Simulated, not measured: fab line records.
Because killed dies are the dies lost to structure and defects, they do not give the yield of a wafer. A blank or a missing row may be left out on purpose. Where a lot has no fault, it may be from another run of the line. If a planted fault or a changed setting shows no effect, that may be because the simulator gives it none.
fab line records	flow rit_cmos
record: lots: 14	wafers: 42	last_day: 6
route steps=202 shown GATE@92 PLDD@124 CONTACT@177 M1@200
lots untouched by any fault: they come from a run of this same line in which no faults occurred
start_h: hours from the record's opening day to when the first of the lot's shown wafers began	wait_h: how many hours have passed since the lot's step before this one	" repeats the value in the row above	L1.1+2: one row covering several wafers at once	- value missing, or start not given	* or withheld: withheld	< > ~ a bound
route shown NAME@n: a module of which the file shows steps, and the number in the route of the first	usual: average and standard deviation across the fault-free wafers	same: alike in all rows	chamber/n: place in a boat	sites: the reading at each site	_std_site: the values' standard deviation	_edge_site: the outer-site mean with the inner-site mean subtracted	radius_mm: for every site, how far away it sits from the centre of the wafer	mask NAME#n: copy n	behind: tool/chamber where the wafer was last shaped	hold: reason for holding the lot/hours on hold/outcome of the hold	device: the n, p or np transistor that did not switch	end of line: the route-end tests of the same wafers	step lacking rows: just its recipe	killed: count of dies lost to structure and defects at first sort (not the wafer's yield)	map: shows each die of a wafer: x if killed, . if not, _ if none is there
set.NAME: the run value of the setting; set.NAME@STEP: its run value at that earlier step	model.NAME: the simulator's own value behind a step, which no gauge read
one table for each step of the route and one row for each wafer, over a sample of lots
== steps ==
step: RIT_GATE_CD_MEAS_16
recipe: target_cd_nm: 150
usual: cd_nm: 149.0/2.2
lot.wafer	tool	chamber	start_h	wait_h	cd_nm
L902.2	cd_sem-02	-	41.81	-	148.2
L902.4	"	-	"	"	147.2
L902.6	"	-	"	"	147.4
L903.1	cd_sem-01	-	45.36	-	151.6
L903.3	"	-	"	"	151.6
L903.4	"	-	"	"	150.9
L904.3	cd_sem-01	-	52.76	-	148.4
L904.5	"	-	"	"	149.8
L904.6	"	-	"	"	148.8
L905.3	cd_sem-01	-	53.54	-	147.2
L905.4	"	-	"	"	148.2
L905.5	"	-	"	"	146.4
L906.2	cd_sem-01	-	59.44	-	148.7
L906.3	"	-	"	"	148.0
L906.5	"	-	"	"	148.5
L907.3	cd_sem-01	-	62.81	-	147.7
L907.5	"	-	"	"	146.5
L907.6	"	-	"	"	146.8
L908.2	cd_sem-01	-	68.15	-	149.0
L908.4	"	-	"	"	149.7
L908.6	"	-	"	"	150.1
L909.1	cd_sem-02	-	72.96	-	148.0
L909.2	"	-	"	"	147.3
L909.3	"	-	"	"	148.5
L910.1	cd_sem-01	-	80.53	-	152.2
L910.5	"	-	"	"	152.2
L910.6	"	-	"	"	152.2
L911.2	cd_sem-02	-	83.55	-	146.2
L911.3	"	-	"	"	150.6
L911.6	"	-	"	"	147.9
L912.1	cd_sem-01	-	90.26	-	150.1
L912.2	"	-	"	"	150.2
L912.6	"	-	"	"	149.7
L913.1	cd_sem-01	-	95.61	-	150.2
L913.4	"	-	"	"	149.6
L913.5	"	-	"	"	149.5
L915.1	cd_sem-01	-	102.56	-	150.8
L915.4	"	-	"	"	149.9
L915.6	"	-	"	"	150.3
L916.1	cd_sem-02	-	111.90	-	147.4
L916.3	"	-	"	"	149.1
L916.4	"	-	"	"	148.6
step: RIT_PLDD_TW_MEAS_10
usual: PLDD_TW: 2325/24
lot.wafer	tool	chamber	start_h	wait_h	PLDD_TW
L902.2	film_metro-01	-	48.46	0.1	2307
L902.4	"	-	"	"	2310
L902.6	"	-	"	"	2315
L903.1	film_metro-01	-	52.64	0.1	2297
L903.3	"	-	"	"	2309
L903.4	"	-	"	"	2304
L904.3	film_metro-01	-	59.61	0.1	2304
L904.5	"	-	"	"	2313
L904.6	"	-	"	"	2297
L905.3	film_metro-04	-	60.25	0.1	2371
L905.4	"	-	"	"	2355
L905.5	"	-	"	"	2352
L906.2	film_metro-01	-	66.48	0.1	2312
L906.3	"	-	"	"	2324
L906.5	"	-	"	"	2302
L907.3	film_metro-01	-	70.51	0.1	2310
L907.5	"	-	"	"	2309
L907.6	"	-	"	"	2311
L908.2	film_metro-01	-	74.81	0.1	2311
L908.4	"	-	"	"	2318
L908.6	"	-	"	"	2308
L909.1	film_metro-04	-	79.71	0.1	2360
L909.2	"	-	"	"	2361
L909.3	"	-	"	"	2347
L910.1	film_metro-01	-	87.78	0.1	2305
L910.5	"	-	"	"	2322
L910.6	"	-	"	"	2312
L911.2	film_metro-01	-	90.75	0.1	2299
L911.3	"	-	"	"	2304
L911.6	"	-	"	"	2299
L912.1	film_metro-04	-	97.69	0.1	2350
L912.2	"	-	"	"	2340
L912.6	"	-	"	"	2354
L913.1	film_metro-02	-	102.57	0.1	2338
L913.4	"	-	"	"	2329
L913.5	"	-	"	"	2335
L915.1	film_metro-01	-	109.46	0.1	2307
L915.4	"	-	"	"	2304
L915.6	"	-	"	"	2305
L916.1	film_metro-02	-	122.26	0.1	2324
L916.3	"	-	"	"	2323
L916.4	"	-	"	"	2310
step: RIT_CONTACT_OVL_MEAS_09
usual: CONTACT_OVL: -0.2/1.6
lot.wafer	tool	chamber	start_h	wait_h	CONTACT_OVL[nm]
L902.2	overlay-02	-	57.06	0.1	0.8
L902.4	"	-	"	"	1.6
L902.6	"	-	"	"	-0.3
L903.1	overlay-01	-	61.19	0.1	-3.0
L903.3	"	-	"	"	-3.7
L903.4	"	-	"	"	-2.5
L904.3	overlay-01	-	68.44	0.1	-4.1
L904.5	"	-	"	"	-3.4
L904.6	"	-	"	"	-4.9
L905.3	overlay-02	-	69.86	0.1	0.5
L905.4	"	-	"	"	1.2
L905.5	"	-	"	"	1.8
L906.2	overlay-02	-	74.70	0.1	0.7
L906.3	"	-	"	"	-0.5
L906.5	"	-	"	"	-0.3
L907.3	overlay-02	-	79.78	0.1	-0.2
L907.5	"	-	"	"	-1.7
L907.6	"	-	"	"	0.1
L908.2	overlay-02	-	83.61	0.1	2.9
L908.4	"	-	"	"	1.9
L908.6	"	-	"	"	0.1
L909.1	overlay-02	-	88.04	0.1	2.5
L909.2	"	-	"	"	-0.2
L909.3	"	-	"	"	0.3
L910.1	overlay-02	-	97.61	0.1	-1.2
L910.5	"	-	"	"	0.0
L910.6	"	-	"	"	1.2
L911.2	overlay-01	-	99.31	0.1	1.7
L911.3	"	-	"	"	-0.9
L911.6	"	-	"	"	-0.4
L912.1	overlay-01	-	106.47	0.1	1.1
L912.2	"	-	"	"	-0.5
L912.6	"	-	"	"	0.2
L913.1	overlay-02	-	110.60	0.1	0.5
L913.4	"	-	"	"	2.4
L913.5	"	-	"	"	1.3
L915.1	overlay-01	-	117.70	0.1	-0.1
L915.4	"	-	"	"	-3.2
L915.6	"	-	"	"	-2.1
L916.1	overlay-02	-	130.70	0.1	-1.4
L916.3	"	-	"	"	0.3
L916.4	"	-	"	"	-0.8
step: RIT_M1_ANNEAL_15
recipe: temp_c: 450	time_s: 1800	ambient: forming_gas_H2N2
usual: spike_tc_centre_C: 451.6/1.1	spike_tc_load_C: 471.8/0.95	spike_tc_source_C: 468.4/0.99	tube_center_temp_C: 450/0.038	tube_center_temp_C_max: 451.19/0.19	zone_power_centre_pct: 21.02/0.22	zone_power_load_pct: 6.97/0.073	zone_power_source_pct: 6.56/0.072
lot.wafer	tool	chamber	start_h	wait_h	spike_tc_centre_C	spike_tc_load_C	spike_tc_source_C	tube_center_temp_C	tube_center_temp_C_max	zone_power_centre_pct	zone_power_load_pct	zone_power_source_pct
L902.2	furnace-02	0	60.79	0.1	451.5	472.4	466.9	450.03	451.49	20.82	6.99	6.61
L902.4	"	0	"	"	452.8	473.4	468.2	449.97	451.11	20.86	6.89	6.57
L902.6	"	0	"	"	450.9	472.7	468.5	450.02	451.57	20.87	6.95	6.59
L903.1	furnace-02	0	64.96	0.1	450.2	471.9	470.6	450.04	450.97	20.88	6.89	6.62
L903.3	"	0	"	"	450.4	473.7	469.1	450.09	451.24	20.86	7.01	6.52
L903.4	"	0	"	"	450.2	472.7	471.0	449.97	451.11	21.17	6.87	6.59
L904.3	furnace-02	0	71.97	0.1	451.3	473.9	469.4	449.99	451.03	21.44	6.94	6.66
L904.5	"	0	"	"	452.7	471.7	468.7	450.03	451.22	20.94	7.09	6.55
L904.6	"	0	"	"	451.7	471.0	470.2	450.07	451.31	21.00	6.94	6.59
L905.3	furnace-02	0	73.47	0.3	449.1	472.3	467.2	449.99	451.92	21.01	7.01	6.59
L905.4	"	0	"	"	451.2	470.9	468.6	449.96	451.12	21.06	7.02	6.52
L905.5	"	0	"	"	453.0	471.4	468.5	450.01	451.37	21.21	6.95	6.63
L906.2	furnace-02	0	78.20	0.1	454.3	471.8	467.0	449.93	451.11	20.91	7.03	6.72
L906.3	"	0	"	"	450.1	471.3	469.7	450.03	451.31	20.57	7.01	6.54
L906.5	"	0	"	"	453.0	471.8	469.0	449.99	451.00	20.71	6.87	6.63
L907.3	furnace-02	0	83.19	0.1	451.0	471.9	467.3	449.91	451.33	21.43	6.91	6.59
L907.5	"	0	"	"	452.5	471.6	470.1	449.99	451.44	21.15	7.00	6.51
L907.6	"	0	"	"	451.3	471.4	467.6	449.92	450.99	20.95	6.93	6.63
L908.2	furnace-02	0	87.05	0.1	450.3	472.8	468.5	450.02	451.51	20.88	7.10	6.56
L908.4	"	0	"	"	449.6	471.8	469.0	449.97	451.44	20.84	6.94	6.60
L908.6	"	0	"	"	452.1	472.0	468.5	449.99	450.98	21.20	7.09	6.64
L909.1	furnace-02	0	91.61	0.1	452.3	470.1	469.7	449.97	450.89	20.80	6.93	6.51
L909.2	"	0	"	"	452.2	472.6	469.1	449.98	451.08	21.04	7.04	6.47
L909.3	"	0	"	"	450.7	471.2	470.7	449.94	450.95	21.00	6.90	6.50
L910.1	furnace-02	0	101.20	0.1	451.1	471.2	468.3	450.01	451.26	20.90	7.01	6.47
L910.5	"	0	"	"	452.0	471.7	469.2	450	451.25	20.72	7.02	6.48
L910.6	"	0	"	"	451.5	471.3	468.0	450.01	451.24	20.83	7.00	6.48
L911.2	furnace-02	0	103.39	0.1	450.9	472.9	468.5	450	450.98	21.28	7.00	6.64
L911.3	"	0	"	"	450.1	470.7	469.5	449.95	451.08	21.07	6.93	6.67
L911.6	"	0	"	"	452.3	471.6	469.5	450.04	451.24	20.80	6.90	6.51
L912.1	furnace-02	0	109.89	0.1	450.7	473.3	467.2	450	451.08	21.33	7.03	6.51
L912.2	"	0	"	"	452.9	471.2	467.8	450.02	451.11	21.39	6.96	6.54
L912.6	"	0	"	"	453.6	474.3	469.3	450.04	451.14	20.83	6.91	6.53
L913.1	furnace-02	0	114.44	0.1	451.5	469.5	469.1	449.97	451.00	21.39	7.00	6.59
L913.4	"	0	"	"	451.2	472.4	470.1	450.03	451.28	20.87	7.01	6.49
L913.5	"	0	"	"	453.9	471.1	466.1	450.02	451.26	20.90	6.80	6.55
L915.1	furnace-02	0	121.25	0.1	422.3	441.1	438.1	419.96	421.29	19.42	6.15	5.89
L915.4	"	0	"	"	420.7	441.1	438.4	419.99	421.04	19.48	6.15	5.84
L915.6	"	0	"	"	423.6	441.8	439.3	420.02	421.29	19.66	6.16	5.87
L916.1	furnace-02	0	134.25	0.1	423.1	440.6	438.2	419.95	421.10	19.61	6.37	5.89
L916.3	"	0	"	"	420.6	442.3	438.8	420.02	421.35	19.51	6.20	5.77
L916.4	"	0	"	"	421.5	443.0	435.7	420	421.16	19.47	6.21	5.94
step: RIT_M1_PROBE_99
usual: defect_limited_yield: 97.5/1.1	killed_at_M0_to_M3: 0.0/0.12	killed_at_contacts: 0.0/0.2	killed_at_front_end: 6.6/2.8	killed_dies: 6.6/2.8	killed_open: 3.3/1.9	killed_short: 3.2/1.8	sort_bin_3_pad_short: 0.1/0.2	sort_bin_5_function: 1.4/0.83	sort_bin_6_memory: 0.9/0.55	sort_n_pass: 257.4/2.8	sort_yield_pct: 97.5/1.1
same: gross_dies: 264	killed_at_M4_up: 0	killed_at_back_side: 0	killed_at_other: 0
lot.wafer	tool	chamber	start_h	wait_h	defect_limited_yield[%]	killed_at_M0_to_M3	killed_at_contacts	killed_at_front_end	killed_dies	killed_open	killed_short	sort_bin_3_pad_short[%]	sort_bin_5_function[%]	sort_bin_6_memory[%]	sort_n_pass	sort_yield_pct[%]
L902.2	prober-02	-	62.46	0.1	97.7	0	0	6	6	4	2	0	2.3	0	258.0	97.7
L902.4	prober-02	-	62.56	0.2	97.0	0	0	8	8	5	3	0	1.5	1.5	256.0	97.0
L902.6	prober-02	-	62.66	0.2	97.3	0	0	7	7	4	3	0.4	0.8	1.5	257.0	97.3
L903.1	prober-01	-	66.58	0.1	97.7	0	0	6	6	2	4	0.4	1.1	0.8	258.0	97.7
L903.3	prober-01	-	66.68	0.2	99.2	0	0	2	2	0	2	0	0.8	0	262.0	99.2
L903.4	prober-01	-	66.73	0.2	95.8	1	0	10	11	3	7	0	3.8	0.4	253.0	95.8
L904.3	prober-02	-	73.69	0.2	99.2	0	0	2	2	0	2	0	0.4	0.4	262.0	99.2
L904.5	prober-02	-	73.79	0.2	96.2	0	0	10	10	3	7	0.4	2.7	0.8	254.0	96.2
L904.6	prober-02	-	73.84	0.2	98.1	0	0	5	5	3	2	0	0.8	1.1	259.0	98.1
L905.3	prober-01	-	75.19	0.2	97.7	0	0	6	6	1	5	0.4	1.5	0.4	258.0	97.7
L905.4	prober-01	-	75.24	0.2	97.7	0	0	6	6	3	3	0	1.1	1.1	258.0	97.7
L905.5	prober-01	-	75.29	0.2	96.6	0	0	9	9	7	2	0	1.9	1.5	255.0	96.6
L906.2	prober-02	-	79.87	0.1	96.2	0	0	10	10	7	3	0	2.7	1.1	254.0	96.2
L906.3	prober-02	-	79.92	0.2	98.1	0	0	5	5	4	1	0	0.8	1.1	259.0	98.1
L906.5	prober-02	-	80.02	0.2	97.3	0	0	7	7	5	2	0	2.3	0.4	257.0	97.3
L907.3	prober-01	-	84.91	0.2	96.6	0	0	9	9	4	5	0	2.7	0.8	255.0	96.6
L907.5	prober-01	-	85.01	0.2	96.2	0	0	10	10	6	4	0	3.0	0.8	254.0	96.2
L907.6	prober-01	-	85.06	0.2	97.0	0	0	8	8	3	5	0.8	1.5	0.8	256.0	97.0
L908.2	prober-02	-	88.72	0.1	97.0	0	0	8	8	4	4	0	2.3	0.8	256.0	97.0
L908.4	prober-02	-	88.82	0.2	97.0	0	0	8	8	3	5	0.4	1.1	1.5	256.0	97.0
L908.6	prober-02	-	88.92	0.2	95.8	0	1	10	11	5	6	0	3.4	0.8	253.0	95.8
L909.1	prober-01	-	93.23	0.1	97.7	0	0	6	6	3	3	0.4	0.8	1.1	258.0	97.7
L909.2	prober-01	-	93.28	0.1	96.6	0	0	9	9	4	5	0.4	1.5	1.5	255.0	96.6
L909.3	prober-01	-	93.33	0.2	98.1	0	0	5	5	2	2	0	1.1	0.8	259.0	98.1
L910.1	prober-02	-	102.82	0.1	98.5	0	1	3	4	3	1	0	0.8	0.8	260.0	98.5
L910.5	prober-02	-	103.02	0.2	97.7	0	0	6	6	3	3	0	0.4	1.9	258.0	97.7
L910.6	prober-02	-	103.07	0.2	99.2	0	0	2	2	1	1	0	0.4	0.4	262.0	99.2
L911.2	prober-01	-	105.06	0.1	98.5	0	0	4	4	2	2	0	0.8	0.8	260.0	98.5
L911.3	prober-01	-	105.11	0.2	97.3	0	0	7	7	5	2	0.4	0.8	1.5	257.0	97.3
L911.6	prober-01	-	105.26	0.2	97.7	0	0	6	6	2	4	0.4	0.8	1.1	258.0	97.7
L912.1	prober-02	-	111.51	0.1	96.6	0	0	9	9	4	5	0	2.3	1.1	255.0	96.6
L912.2	prober-02	-	111.56	0.1	98.9	0	0	3	3	0	3	0.8	0.4	0	261.0	98.9
L912.6	prober-02	-	111.76	0.2	98.1	0	0	5	5	3	2	0	1.5	0.4	259.0	98.1
L913.1	prober-01	-	116.06	0.1	95.8	0	0	11	11	5	6	0.4	2.3	1.5	253.0	95.8
L913.4	prober-01	-	116.21	0.2	98.5	0	0	4	4	3	1	0	1.1	0.4	260.0	98.5
L913.5	prober-01	-	116.26	0.2	97.3	0	0	7	7	6	1	0	1.1	1.5	257.0	97.3
L915.1	prober-01	-	122.87	0.1	97.7	0	0	6	6	4	2	0	0.8	1.5	258.0	97.7
L915.4	prober-01	-	123.02	0.2	97.3	0	0	7	7	4	3	0	1.5	1.1	257.0	97.3
L915.6	prober-01	-	123.12	0.2	96.2	0	0	10	10	4	6	0.4	1.9	1.5	254.0	96.2
L916.1	prober-02	-	135.87	0.1	97.3	0	0	7	7	3	4	0.4	0.8	1.5	257.0	97.3
L916.3	prober-02	-	135.97	0.2	95.5	0	0	12	12	7	4	0	3.8	0.8	252.0	95.5
L916.4	prober-02	-	136.02	0.2	98.1	0	0	5	5	2	3	0.4	1.1	0.4	259.0	98.1
killed by level:class
L902.2 SPACER:geometric_particle:open=2 SILICIDE:geometric_particle:open=2 FOX1:geometric_particle:short=1 GATE:geometric_particle:short=1
L902.4 FOX1:geometric_particle:open=2 SPACER:geometric_particle:short=2 SPACER:geometric_particle:open=2 FOX2:geometric_particle:open=1 SILICIDE:geometric_particle:short=1
L902.6 FOX1:geometric_particle:open=2 ACTIVE:geometric_particle:open=1 FOX1:geometric_particle:short=1 GATE:geometric_particle:short=1 GATE:geometric_particle:open=1 SPACER:geometric_particle:short=1
L903.1 GATE:geometric_particle:short=2 GATE:geometric_particle:open=1 REOX:geometric_particle:short=1 SPACER:geometric_particle:open=1 SPACER:geometric_particle:short=1
L903.3 GATE:geometric_particle:short=2
L903.4 REOX:geometric_particle:short=3 GATE:geometric_particle:short=2 REOX:geometric_particle:open=2 SILICIDE:geometric_particle:short=2 SILICIDE:geometric_particle:open=1 M1:coat_microbubble_printed=1
L904.3 GATE:geometric_particle:short=1 SPACER:geometric_particle:short=1
L904.5 GATE:geometric_particle:short=3 GATE:geometric_particle:open=2 SPACER:geometric_particle:short=2 SILICIDE:geometric_particle:short=2 SILICIDE:geometric_particle:open=1
L904.6 FOX1:geometric_particle:short=1 FOX1:geometric_particle:open=1 GATE:geometric_particle:open=1 GATE:geometric_particle:short=1 SPACER:geometric_particle:open=1
L905.3 FOX1:geometric_particle:short=2 GATE:geometric_particle:short=2 REOX:geometric_particle:open=1 SPACER:geometric_particle:short=1
L905.4 GATE:geometric_particle:open=2 SPACER:geometric_particle:short=2 GATE:geometric_particle:short=1 SPACER:geometric_particle:open=1
L905.5 GATE:geometric_particle:open=4 ACTIVE:geometric_particle:open=1 FOX1:geometric_particle:short=1 FOX1:geometric_particle:open=1 GATE:geometric_particle:short=1 SILICIDE:geometric_particle:open=1
L906.2 REOX:geometric_particle:open=3 GATE:geometric_particle:open=2 FOX1:geometric_particle:short=1 FOX1:geometric_particle:open=1 GATE:geometric_particle:short=1 REOX:geometric_particle:short=1 SILICIDE:geometric_particle:open=1
L906.3 GATE:geometric_particle:open=3 FOX1:geometric_particle:short=1 SPACER:geometric_particle:open=1
L906.5 GATE:geometric_particle:open=2 REOX:geometric_particle:open=1 SPACER:geometric_particle:open=1 SPACER:geometric_particle:short=1 SILICIDE:geometric_particle:open=1 SILICIDE:geometric_particle:short=1
L907.3 FOX1:geometric_particle:open=2 GATE:geometric_particle:open=2 SPACER:geometric_particle:short=2 FOX1:geometric_particle:short=1 GATE:geometric_particle:short=1 REOX:geometric_particle:short=1
L907.5 FOX1:geometric_particle:open=4 GATE:geometric_particle:short=2 FOX1:geometric_particle:short=1 REOX:geometric_particle:open=1 SILICIDE:geometric_particle:open=1 SILICIDE:geometric_particle:short=1
L907.6 GATE:geometric_particle:open=2 FOX1:geometric_particle:short=1 FOX2:geometric_particle:short=1 GATE:geometric_particle:short=1 REOX:geometric_particle:short=1 SILICIDE:geometric_particle:open=1 SILICIDE:geometric_particle:short=1
L908.2 FOX2:geometric_particle:open=2 FOX1:geometric_particle:short=1 FOX2:geometric_particle:short=1 GATE:geometric_particle:open=1 REOX:geometric_particle:short=1 SPACER:geometric_particle:short=1 SPACER:geometric_particle:open=1
L908.4 SPACER:geometric_particle:short=3 FOX2:geometric_particle:open=2 FOX2:geometric_particle:short=1 SPACER:geometric_particle:open=1 SILICIDE:geometric_particle:short=1
L908.6 SPACER:geometric_particle:open=2 FOX1:geometric_particle:open=1 FOX2:geometric_particle:open=1 FOX2:geometric_particle:short=1 GATE:geometric_particle:short=1 REOX:geometric_particle:short=1 SILICIDE:geometric_particle:open=1 SPACER:geometric_particle:short=1
L909.1 FOX1:geometric_particle:short=2 GATE:geometric_particle:open=2 FOX2:geometric_particle:short=1 SILICIDE:geometric_particle:open=1
L909.2 SPACER:geometric_particle:open=3 FOX1:geometric_particle:short=2 FOX2:geometric_particle:short=1 FOX2:geometric_particle:open=1 REOX:geometric_particle:short=1 SILICIDE:geometric_particle:short=1
L909.3 GATE:geometric_particle:open=2 GATE:geometric_particle:short=1 REOX:geometric_particle:short=1 NWELL:coat_microbubble_printed=1
L910.1 FOX1:geometric_particle:open=1 FOX2:geometric_particle:short=1 SPACER:geometric_particle:open=1 CONTACT:geometric_particle:open=1
L910.5 GATE:geometric_particle:short=2 GATE:geometric_particle:open=2 FOX1:geometric_particle:open=1 FOX1:geometric_particle:short=1
L910.6 REOX:geometric_particle:open=1 SPACER:geometric_particle:short=1
L911.2 SPACER:geometric_particle:short=2 REOX:geometric_particle:open=1 SPACER:geometric_particle:open=1
L911.3 FOX1:geometric_particle:open=2 SPACER:geometric_particle:open=2 FOX2:geometric_particle:open=1 REOX:geometric_particle:short=1 SPACER:geometric_particle:short=1
L911.6 REOX:geometric_particle:short=2 GATE:geometric_particle:short=1 REOX:geometric_particle:open=1 SPACER:geometric_particle:open=1 SPACER:geometric_particle:short=1
L912.1 FOX1:geometric_particle:open=4 GATE:geometric_particle:short=4 FOX1:geometric_particle:short=1
L912.2 FOX1:geometric_particle:short=1 GATE:geometric_particle:short=1 SPACER:geometric_particle:short=1
L912.6 FOX1:geometric_particle:open=1 FOX1:geometric_particle:short=1 FOX2:geometric_particle:open=1 SILICIDE:geometric_particle:open=1 SILICIDE:geometric_particle:short=1
L913.1 FOX1:geometric_particle:open=3 GATE:geometric_particle:short=3 FOX1:geometric_particle:short=1 REOX:geometric_particle:short=1 SPACER:geometric_particle:open=1 SPACER:geometric_particle:short=1 SILICIDE:geometric_particle:open=1
L913.4 FOX1:geometric_particle:short=1 GATE:geometric_particle:open=1 REOX:geometric_particle:open=1 SPACER:geometric_particle:open=1
L913.5 SILICIDE:geometric_particle:open=3 FOX1:geometric_particle:open=1 FOX2:geometric_particle:short=1 REOX:geometric_particle:open=1 SPACER:geometric_particle:open=1
L915.1 GATE:geometric_particle:open=2 GATE:geometric_particle:short=1 REOX:geometric_particle:open=1 SPACER:geometric_particle:open=1 SILICIDE:geometric_particle:short=1
L915.4 GATE:geometric_particle:open=3 GATE:geometric_particle:short=2 REOX:geometric_particle:open=1 REOX:geometric_particle:short=1
L915.6 GATE:geometric_particle:short=3 REOX:geometric_particle:open=2 GATE:geometric_particle:open=1 REOX:geometric_particle:short=1 SPACER:geometric_particle:short=1 SPACER:geometric_particle:open=1 SILICIDE:geometric_particle:short=1
L916.1 REOX:geometric_particle:open=2 FOX1:geometric_particle:open=1 FOX2:geometric_particle:short=1 GATE:geometric_particle:short=1 REOX:geometric_particle:short=1 SPACER:geometric_particle:short=1
L916.3 GATE:geometric_particle:open=3 SPACER:geometric_particle:open=2 FOX1:geometric_particle:short=1 FOX2:geometric_particle:open=1 GATE:geometric_particle:short=1 REOX:geometric_particle:open=1 SPACER:geometric_particle:short=1 SILICIDE:geometric_particle:short=1
L916.4 GATE:geometric_particle:short=2 GATE:geometric_particle:open=1 SILICIDE:geometric_particle:open=1 SILICIDE:geometric_particle:short=1
== key ==
first_sign: step: RIT_M1_ANNEAL_15	reading: tube_center_temp_C	direction: down	sigmas: 99+	usual: *	struck: *
effect: step: RIT_M1_ANNEAL_15	reading: tube_center_temp_C_max	direction: down	sigmas: 99+	usual: *	struck: *
met_at RIT_M1_ANNEAL_15
struck_lots L915,L916
not_acting_at RIT_GATE_CD_MEAS_16,RIT_PLDD_TW_MEAS_10,RIT_CONTACT_OVL_MEAS_09
onset_between 114.44 121.25
fault: kind: process_parameter_drift	tool: furnace-02	chamber: -	onset_h: 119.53	steps: RIT_M1_ANNEAL_15	channel: temp_c	offset: *	shape: step	end_h: 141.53	stated: *
